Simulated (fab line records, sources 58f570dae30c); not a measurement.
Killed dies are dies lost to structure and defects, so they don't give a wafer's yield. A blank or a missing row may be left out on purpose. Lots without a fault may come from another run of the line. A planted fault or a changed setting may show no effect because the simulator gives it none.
Which tool did it? | flow berkeley_cmos170 | 13 lots, 39 wafers sampled, at 4 steps of a route of 331

WHAT THE GAUGES READ, wafer by wafer
UCB170_SPACER_THK_MEAS_01.
lot  | measured     | on            | SPACER_TEOS_THK (nm)
L619 | day 7 16:47  | film_metro-04 | 368 370 379
L620 | day 8 15:22  | film_metro-04 | 371 375 378
L621 | day 8 19:02  | film_metro-01 | 368 371 377
L622 | day 8 18:46  | film_metro-03 | 375 376 383
L623 | day 9 15:07  | film_metro-03 | 372 376 373
L624 | day 9 15:14  | film_metro-03 | 372 373 374
L633 | day 10 11:00 | film_metro-04 | 372 371 374
L634 | day 11 00:19 | film_metro-04 | 369 370 368
L635 | day 10 23:27 | film_metro-03 | 372 372 379
L636 | day 11 01:01 | film_metro-01 | 377 382 382
L639 | day 12 03:34 | film_metro-01 | 376 379 384
L640 | day 12 03:24 | film_metro-04 | 372 366 373
L641 | day 12 02:37 | film_metro-03 | 377 374 382

UCB170_SDANNEAL_RS_MEAS_05: measures by four-point-probe.
lot  | measured     | on            | NLDD_RS (ohm/sq)
L619 | day 8 06:50  | film_metro-03 | 613.5 617.0 614.2
L620 | day 9 04:00  | film_metro-02 | 615.1 616.1 616.8
L621 | day 9 07:28  | film_metro-03 | 613.4 615.4 616.2
L622 | day 9 07:23  | film_metro-02 | 619.2 617.8 618.7
L623 | day 10 05:50 | film_metro-01 | 617.4 615.7 617.4
L624 | day 10 06:08 | film_metro-02 | 616.7 616.2 615.5
L633 | day 10 22:46 | film_metro-02 | 616.5 617.8 617.4
L634 | day 11 10:17 | film_metro-02 | 617.5 614.8 616.4
L635 | day 11 10:11 | film_metro-01 | 616.6 618.0 615.8
L636 | day 11 11:08 | film_metro-02 | 618.6 618.7 619.5
L639 | day 12 12:50 | film_metro-03 | 614.6 613.3 615.7
L640 | day 12 12:44 | film_metro-01 | 615.2 615.3 614.9
L641 | day 12 12:35 | film_metro-02 | 612.8 615.4 614.2

UCB170_V2_THK_MEAS_04.
lot  | measured     | on            | V2_POLISHED_THK (nm)
L619 | day 9 00:47  | film_metro-03 | 999.6 999.6 999.2
L620 | day 10 01:47 | film_metro-03 | 999.8 998.0 1000.0
L621 | day 10 02:07 | film_metro-02 | 999.2 999.3 999.0
L622 | day 10 02:46 | film_metro-02 | 999.5 1000.1 1000.2
L623 | day 11 03:47 | film_metro-03 | 998.9 999.8 1000.4
L624 | day 11 04:20 | film_metro-03 | 998.6 998.1 999.8
L633 | day 11 23:51 | film_metro-03 | 1001.8 1001.2 1000.4
L634 | day 13 05:20 | film_metro-04 | 1001.5 999.8 1001.0
L635 | day 12 05:32 | film_metro-04 | 1000.4 1000.8 1000.6
L636 | day 13 06:46 | film_metro-03 | 998.0 1000.6 998.9
L639 | day 13 08:06 | film_metro-02 | 1001.9 999.6 1000.2
L640 | day 13 07:07 | film_metro-03 | 1000.4 1000.0 998.2
L641 | day 13 06:56 | film_metro-02 | 1001.4 1000.1 1002.0

WHICH TOOL RAN EACH LOT (tool, then ch and the chambers of the sampled wafers, then the start)
lot  | UCB170_ACTIVE_CLEAN_17
L619 | wet_bench-01 ch 2, day 5 14:17
L620 | wet_bench-04 ch 3, day 6 00:07
L621 | wet_bench-02 ch 3, day 6 08:22
L622 | wet_bench-02 ch 2, day 6 08:22
L623 | wet_bench-04 ch 2, day 6 17:17
L624 | wet_bench-04 ch 2, day 6 17:17
L633 | wet_bench-04 ch 1, day 7 19:13
L634 | wet_bench-01 ch 0, day 8 09:46
L635 | wet_bench-01 ch 2, day 8 09:46
L636 | wet_bench-01 ch 1, day 8 09:46
L639 | wet_bench-01 ch 1, day 9 10:38
L640 | wet_bench-01 ch 0, day 9 10:50
L641 | wet_bench-01 ch 3, day 9 15:12
- UCB170_ACTIVE_CLEAN_17: cleans in SPM, time 600 s.

WHAT THE TOOLS THEMSELVES READ (means of the sampled wafers that have a number; where no wafer has one, the mark that the record gives instead)
The record holds no such reading with a usual standard deviation.

THE ANSWER, worked out from the rows above alone
Rule: what is usual is taken from the lots themselves. Put in order of their means at a reading, lots are off if they are a third of the lots or fewer, leave a main group of 4 or more, and stand apart from it by a gap of 3 or more times the standard deviation of the main group's means; of several such gaps the widest counts. A main group whose means are all the same, to the digits that the tables above print for the reading, isn't used. A lot without any number at a reading at which 4 lots or more have one is off too. The other lots that the step has rows for count as sound. The gauges are gone through in route order, then the tools' own readings, and for those a lot's mean is taken as printed above. The first step at which some lot is off is used, and at that step the reading that is off furthest; a lot without a number counts as furthest.
No lot is off at any reading shown: from this, nothing can be told.

WHAT THE SIMULATOR HAD PUT IN
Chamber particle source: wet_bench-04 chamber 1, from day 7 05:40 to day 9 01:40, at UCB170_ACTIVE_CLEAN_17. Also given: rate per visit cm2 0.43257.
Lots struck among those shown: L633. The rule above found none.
